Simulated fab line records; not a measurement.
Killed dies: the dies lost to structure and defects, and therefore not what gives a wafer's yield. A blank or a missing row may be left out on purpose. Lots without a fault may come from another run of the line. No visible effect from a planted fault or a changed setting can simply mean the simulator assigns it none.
What tool caused it? -- flow berkeley-cmos170 -- 14 lots with 42 wafers sampled at 5 steps, on a route of 331 steps

## WHAT EACH GAUGE READ, for each wafer
UCB170_GATE_THK_MEAS_02. Usual: GATE_OXIDE_THK typically reads 6.57 nm, with standard deviation 0.13.
lot,measured,on,GATE_OXIDE_THK (nm),flag
L748,day 6 02:05,film-metro-02,6.72 6.52 6.49,
L752,day 6 16:55,film-metro-03,6.59 6.51 6.58,
L751,day 6 16:59,film-metro-01,6.52 6.32 6.43,
L753,day 7 00:07,film-metro-01,6.63 6.65 6.45,
L754,day 7 00:07,film-metro-03,6.47 6.59 6.50,
L759,day 7 23:20,film-metro-02,6.41 6.44 6.47,
L760,day 8 10:09,film-metro-02,6.53 6.36 6.61,
L761,day 8 10:09,film-metro-01,6.65 6.66 6.73,
L763,day 8 17:23,film-metro-01,6.53 6.50 6.51,
L762,day 8 17:24,film-metro-02,6.64 6.66 6.65,
L764,day 9 04:20,film-metro-01,6.77 6.75 6.68,
L765,day 9 04:20,film-metro-03,6.75 6.79 6.91,
L767,day 10 00:45,film-metro-02,6.47 6.40 6.44,
L771,day 10 18:06,film-metro-02,6.83 6.83 7.00,

UCB170_PLDD_OVL_MEAS_07. Usual: PLDD_OVL typically reads -4 nm, with standard deviation 7.2.
lot,measured,on,PLDD_OVL (nm),flag
L748,day 6 11:53,overlay-02,-10 -6 2,
L752,day 7 00:33,overlay-01,-13 -7 -7,
L751,day 7 01:05,overlay-02,-8 4 -7,
L753,day 7 10:44,overlay-01,-19 -14 -17,
L754,day 7 10:28,overlay-02,5 -4 11,
L759,day 8 09:59,overlay-01,-4 -11 -3,
L760,day 8 21:25,overlay-01,-11 -3 -7,
L761,day 8 22:09,overlay-01,6 -4 -1,
L763,day 9 03:10,overlay-02,-14 -13 -6,
L762,day 9 02:49,overlay-01,-2 -13 3,
L764,day 9 14:00,overlay-01,-7 -11 -20,
L765,day 9 14:16,overlay-01,-6 -11 10,
L767,day 10 10:10,overlay-01,1 4 4,
L771,day 11 03:21,overlay-01,-3 3 4,

UCB170_NLDD_CD_MEAS_06: target cd 1200 nm. Usual: cd-nm at 1200.8 nm, with a standard deviation of 1.3.
lot,measured,on,cd-nm (nm),flag
L748,day 6 14:03,cd-sem-01,1201.5 1200.8 1200.3,
L752,day 7 02:24,cd-sem-02,1201.4 1202.0 1201.4,
L751,day 7 03:23,cd-sem-02,1199.0 1200.4 1199.6,
L753,day 7 13:22,cd-sem-01,1199.8 1201.1 1201.3,
L754,day 7 12:41,cd-sem-02,1203.5 1202.6 1203.1,
L759,day 8 13:07,cd-sem-02,1201.1 1200.9 1202.6,
L760,day 8 23:22,cd-sem-01,1224.1 1218.8 1225.7,OFF
L761,day 8 23:52,cd-sem-02,1211.7 1203.1 1200.4,OFF
L763,day 9 04:48,cd-sem-01,1199.9 1200.0 1199.0,
L762,day 9 04:40,cd-sem-02,1200.5 1199.4 1199.4,
L764,day 9 15:52,cd-sem-02,1199.2 1199.0 1198.2,
L765,day 9 16:09,cd-sem-01,1202.1 1200.1 1200.8,
L767,day 10 11:58,cd-sem-02,1200.5 1199.0 1199.4,
L771,day 11 05:44,cd-sem-01,1203.0 1203.9 1203.3,

UCB170_PSD_CD_MEAS_06: target cd 1200 nm. Usual: cd-nm at 1200.1 nm, with a standard deviation of 1.5.
lot,measured,on,cd-nm (nm),flag
L748,day 6 23:53,cd-sem-02,1199.1 1199.7 1199.0,
L752,day 7 08:31,cd-sem-01,1196.8 1196.5 1198.5,
L751,day 7 08:14,cd-sem-02,1201.1 1200.9 1200.3,
L753,day 7 19:33,cd-sem-02,1198.4 1199.2 1198.9,
L754,day 7 19:16,cd-sem-02,1202.0 1203.1 1201.7,
L759,day 8 20:45,cd-sem-01,1202.8 1201.9 1202.6,
L760,day 9 07:20,cd-sem-02,1197.9 1197.8 1195.8,
L761,day 9 07:31,cd-sem-01,1202.2 1202.1 1200.8,
L763,day 9 10:04,cd-sem-02,1200.2 1200.8 1201.9,
L762,day 9 09:54,cd-sem-01,1199.1 1198.5 1199.9,
L764,day 9 20:56,cd-sem-02,1200.2 1201.7 1200.6,
L765,day 9 21:04,cd-sem-01,1200.8 1200.1 1200.4,
L767,day 10 20:20,cd-sem-01,1201.3 1200.5 1199.1,
L771,day 11 13:09,cd-sem-01,1200.2 1202.1 1200.6,

## TOOL THAT RAN EACH LOT (tool first, then ch and the chambers of the sampled wafers, then the start)
lot,UCB170_NLDD_EXPOSE_03
L748,"krf-scanner-02 ch 0, day 6 13:26"
L752,"krf-scanner-02 ch 0, day 7 01:40"
L751,"krf-scanner-02 ch 0, day 7 02:29"
L753,"krf-scanner-01 ch 0, day 7 12:22"
L754,"krf-scanner-01 ch 0, day 7 12:02"
L759,"krf-scanner-02 ch 0, day 8 12:19"
L760,"krf-scanner-02 ch 0, day 8 22:45"
L761,"krf-scanner-02 ch 0, day 8 23:29"
L763,"krf-scanner-01 ch 0, day 9 04:22"
L762,"krf-scanner-01 ch 0, day 9 04:04"
L764,"krf-scanner-01 ch 0, day 9 15:25"
L765,"krf-scanner-01 ch 0, day 9 15:32"
L767,"krf-scanner-01 ch 0, day 10 11:34"
L771,"krf-scanner-01 ch 0, day 11 05:02"
- UCB170_NLDD_EXPOSE_03: exposes mask NSELECT, target cd 1200 nm.

## AS READ BY THE TOOLS THEMSELVES (means over the sampled wafers that have a number; for cases with no such wafer, the mark the record gives instead)
The record holds no such reading with a usual standard deviation.

## THE ANSWER, worked out from the rows above alone
Rule: lot off if the mean of its wafers having a number is beyond 3 standard deviations from the usual mean. Also off: a lot with no number at a reading for which 4 or more lots have one. Any other lot the step has rows for is counted as sound. Order of review: gauges by route order, followed by the tools' own readings, for which a lot's mean as printed above is used. The first step at which some lot is off is used, and at that step the reading that is off furthest; a lot without a number counts as furthest.
Off: L760, L761, at UCB170_NLDD_CD_MEAS_06 (cd-nm).
If a tool, at a process step before that reading, ran all the lots that are off and no sound lot after the first of them, it fits. The gauges at UCB170_NLDD_CD_MEAS_06 are tried like those tools. One fits: krf-scanner-02 at UCB170_NLDD_EXPOSE_03. A fault onset in the window from L759 (day 8 12:19, its last sound lot) to L760 (day 8 22:45, its first lot off) fits.

## WHAT WAS PUT IN BY THE SIMULATOR
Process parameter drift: krf-scanner-02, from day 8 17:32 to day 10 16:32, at UCB170_NLDD_EXPOSE_03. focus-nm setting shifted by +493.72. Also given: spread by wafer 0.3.
Lots struck among those shown: L760, L761. The rule above reached the same finding.
